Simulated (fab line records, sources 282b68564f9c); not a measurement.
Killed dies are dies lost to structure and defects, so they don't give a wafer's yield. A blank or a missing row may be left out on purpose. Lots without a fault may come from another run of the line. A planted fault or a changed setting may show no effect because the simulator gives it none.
A struck lot beside a sound one | flow rit_cmos | 15 steps out of a route of 202
Sound: wafers L488.4, L488.5, L488.6. Struck: wafers L500.3, L500.5, L500.6. The cause comes at the end.
At each step with rows: each side's tool, then ch and its chambers, then its first start. Under that, the readings that differ: sound wafers | struck wafers | difference of the means | sigmas: that difference in standard deviations of wafers without a fault.
alike: readings whose means differ by less than 2 such deviations, and words and numbers that are the same on both sides. not compared: withheld readings, readings that some wafer has no value for, bounds like >300 that may hide the same value, and numbers for which the record gives no deviation and whose values overlap.
The two part at a step that has a row with sigmas, a row that says differs or no value, or rows on one side only. Numbers that don't overlap but have no deviation are shown without sigmas and don't part them. A reading that every wafer of one side lacks parts them only if that side has two wafers or more.

first, 3 steps without rows for these wafers: RIT_SDANNEAL_CLEAN_00 (cleans in SC1, time 600 s); RIT_SDANNEAL_CLEAN_01 (cleans in dHF, time 30 s); RIT_SDANNEAL_CLEAN_02 (cleans in SC2, time 600 s).
RIT_SDANNEAL_RTA_03: time 5 s.
  sound on rtp_anneal-01 ch 0, day 4 23:55; struck on rtp_anneal-01 ch 0, day 7 06:13
  alike: ramp_down_c_per_s, wafer_temp_C_max
RIT_SDANNEAL_RS_MEAS_04: measures by four-point-probe.
  sound on film_metro-01, day 5 00:01; struck on film_metro-04, day 7 06:17
  alike: PSD_RS
RIT_SDANNEAL_RS_MEAS_05: measures by four-point-probe.
  sound on film_metro-01, day 5 00:08; struck on film_metro-04, day 7 06:25
  alike: NSD_RS
RIT_SDANNEAL_RS_MEAS_06: measures by four-point-probe.
  sound on film_metro-01, day 5 00:15; struck on film_metro-04, day 7 06:32
  alike: PLDD_RS
RIT_SDANNEAL_RS_MEAS_07: measures by four-point-probe.
  sound on film_metro-01, day 5 00:22; struck on film_metro-04, day 7 06:39
  alike: NLDD_RS
then, 1 step without rows for these wafers: RIT_SILICIDE_WET_ETCH_00 (etches SiO2 in BOE, target depth 14 nm, time 15 s).
RIT_SILICIDE_SPUTTER_01: material Ti, target thk 30 nm, time 240 s.
  sound on pvd_sputter-03, day 5 00:31; struck on pvd_sputter-02, day 7 06:44
  alike: throttle_valve_pct
RIT_SILICIDE_RS_MEAS_02: measures by four-point-probe.
  sound on film_metro-02, day 5 00:39; struck on film_metro-03, day 7 06:56
  alike: SILICIDE_TI_RS
RIT_SILICIDE_THK_MEAS_03: measures by xrf.
  sound on film_metro-02, day 5 00:44; struck on film_metro-03, day 7 07:02
  alike: SILICIDE_TI_THK
RIT_SILICIDE_RTA_04: time 10 s, ramp up 5 s, ramp down 5 s.
  sound on rtp_anneal-02 ch 0, day 5 00:49; struck on rtp_anneal-02 ch 0, day 7 07:06
  reading          | sound             | struck            | difference | sigmas
  wafer_temp_C_max | 652.4 651.8 652.3 | 722.4 723.0 722.2 | +70.4      | +99 or more
then, 1 step without rows for these wafers: RIT_SILICIDE_WET_ETCH_05 (etches Ti in SPM, time 120 s).
RIT_M1_PROBE_99:
  the record has rows for the sound wafers here (prober-01, day 6 07:27) and none for the struck ones

WHERE THEY PART
First at RIT_SILICIDE_RTA_04; last, within this record, at RIT_M1_PROBE_99.

WHY: what the simulator had put in
Process parameter drift: rtp_anneal-02, from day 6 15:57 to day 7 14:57, at RIT_SILICIDE_RTA_04. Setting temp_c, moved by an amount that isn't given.
